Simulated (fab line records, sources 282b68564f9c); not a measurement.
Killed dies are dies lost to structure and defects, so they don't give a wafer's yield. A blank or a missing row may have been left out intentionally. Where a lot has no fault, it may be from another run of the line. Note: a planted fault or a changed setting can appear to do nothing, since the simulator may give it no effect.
Struck lot and sound lot, side by side || flow ritCmos || 15 steps out of a route of 202
Sound: wafers L477.1, L477.5, L477.6. Struck: wafers L484.1, L484.2, L484.3. Last of all comes the cause.
Order at every step that has rows: each side's tool, ch and its chambers, its first start. Under that, the readings that differ: sound wafers || struck wafers || difference of the means || sigmas: that difference in standard deviations of wafers without a fault.
alike: same words and numbers on both sides, and readings whose means sit less than 2 such deviations apart. not compared: any withheld reading, any reading some wafer has no value for, any bound like >300 that may hide the same value, and any number with overlapping values for which the record gives no deviation.
Wherever a step has rows on one side only, a row that says differs or no value, or a row with sigmas, the two part there. When numbers do not overlap yet have no deviation, they are printed without sigmas and do not part them. A reading missing from all wafers of one side parts the sides only when that side holds two or more wafers.

first, 1 step without rows for these wafers: RIT_SDANNEAL_CLEAN_02 (cleans in SC2, time 600 s).
RIT_SDANNEAL_RTA_03: time 5 s.
  sound on rtpAnneal-01 ch 0, day 3 16:58; struck on rtpAnneal-01 ch 0, day 5 07:19
  alike: rampUpCPerS, wafer_temp_C_max
RIT_SDANNEAL_RS_MEAS_04: measures by four-point-probe.
  sound on filmMetro-01 at day 3 17:01; struck on filmMetro-01 at day 5 07:22
  alike: PSD_RS
RIT_SDANNEAL_RS_MEAS_05: measures by four-point-probe.
  sound on filmMetro-01 at day 3 17:08; struck on filmMetro-01 at day 5 07:29
  alike: NSD_RS
RIT_SDANNEAL_RS_MEAS_06: measures by four-point-probe.
  sound on filmMetro-01 at day 3 17:15; struck on filmMetro-01 at day 5 07:37
{"reading": "PLDD_RS (ohm/sq)", "sound": "178.6 178.6 177.7", "struck": "179.5 179.4 179.4", "difference": "+1.1", "sigmas": "+2"}
RIT_SDANNEAL_RS_MEAS_07: measures by four-point-probe.
  sound on filmMetro-01 at day 3 17:22; struck on filmMetro-01 at day 5 07:44
  alike: NLDD_RS
then, 1 step without rows for these wafers: RIT_SILICIDE_WET_ETCH_00 (etches SiO2 in BOE, target depth 14 nm, time 15 s).
RIT_SILICIDE_SPUTTER_01: material Ti, target thk 30 nm, time 240 s.
  sound on pvdSputter-01 at day 3 17:31; struck on pvdSputter-03 at day 5 07:52
  alike: cathodeDcPowerW, chamberPressurePa, substrateTempC, throttleValvePct
RIT_SILICIDE_RS_MEAS_02: measures by four-point-probe.
  sound on filmMetro-02 at day 3 17:40; struck on filmMetro-01 at day 5 08:09
  alike: SILICIDE_TI_RS
RIT_SILICIDE_THK_MEAS_03: measures by xrf.
  sound on filmMetro-02 at day 3 17:47; struck on filmMetro-01 at day 5 08:16
  alike: SILICIDE_TI_THK
RIT_SILICIDE_RTA_04: time 10 s, ramp up 5 s, ramp down 5 s.
  sound on rtpAnneal-02 ch 0, day 3 17:50; struck on rtpAnneal-01 ch 0, day 5 08:20
  alike: wafer_temp_C_max
then, 1 step without rows for these wafers: RIT_SILICIDE_WET_ETCH_05 (etches Ti in SPM, time 120 s).
RIT_SILICIDE_RTA_06: time 10 s, ramp up 5 s, ramp down 10 s.
  sound on rtpAnneal-01 ch 0, day 3 17:57; struck on rtpAnneal-02 ch 0, day 5 08:26
{"reading": "wafer_temp_C_max", "sound": "753.1 753.2 754.0", "struck": "749.8 750.0 750.1", "difference": -3.5, "sigmas": -4}
RIT_CONTACT_CVD_00: deposits SiO2 from TEOS, target thk 400 nm, time 61 s.
  sound on pecvd-04 ch 0,2, day 3 18:01; struck on pecvd-03 ch 0,1,2, day 5 08:31
  alike: heaterPowerW, susceptorTempC
RIT_M1_PROBE_99:
  sound on prober-02 at day 4 00:34; struck on prober-01 at day 5 15:01
{"reading": "model.etest.npolySal.rsOhmSq", "sound": "4.507 4.453 4.443", "struck": "4.644 4.651 4.708", "difference": "+0.200", "sigmas": ""}
{"reading": "model.etest.ppolySal.rsOhmSq", "sound": "4.445 4.398 4.412", "struck": "4.636 4.599 4.683", "difference": "+0.221", "sigmas": ""}
{"reading": "model.etest.pplusSal.rsOhmSq", "sound": "4.402 4.403 4.426", "struck": "4.638 4.645 4.655", "difference": "+0.236", "sigmas": ""}
{"reading": "model.etest.nplusSal.rsOhmSq", "sound": "4.415 4.393 4.39", "struck": "4.591 4.58 4.644", "difference": "+0.206", "sigmas": ""}
{"reading": "model.etest.pplusSal.lineOhmUm", "sound": "1.28 1.267 1.269", "struck": "1.341 1.349 1.378", "difference": "+0.084", "sigmas": ""}
{"reading": "model.etest.nplusSal.lineOhmUm", "sound": "1.28 1.266 1.255", "struck": "1.34 1.355 1.347", "difference": "+0.08", "sigmas": ""}
{"reading": "model.etest.contactNplus.rcOhm", "sound": "1.37 1.422 1.421", "struck": "1.464 1.503 1.455", "difference": "+0.070", "sigmas": ""}
  alike: killedAtContacts, killedAtFrontEnd, killedDies, killedOpen, killedShort
  not compared: model.etest.contactNpoly.rcOhm

WHERE THEY PART
First at RIT_SDANNEAL_RS_MEAS_06; last, within this record, at RIT_SILICIDE_RTA_06. Later steps at which nothing parts them and some readings are alike: RIT_CONTACT_CVD_00, RIT_M1_PROBE_99.

WHY: what the simulator had put in
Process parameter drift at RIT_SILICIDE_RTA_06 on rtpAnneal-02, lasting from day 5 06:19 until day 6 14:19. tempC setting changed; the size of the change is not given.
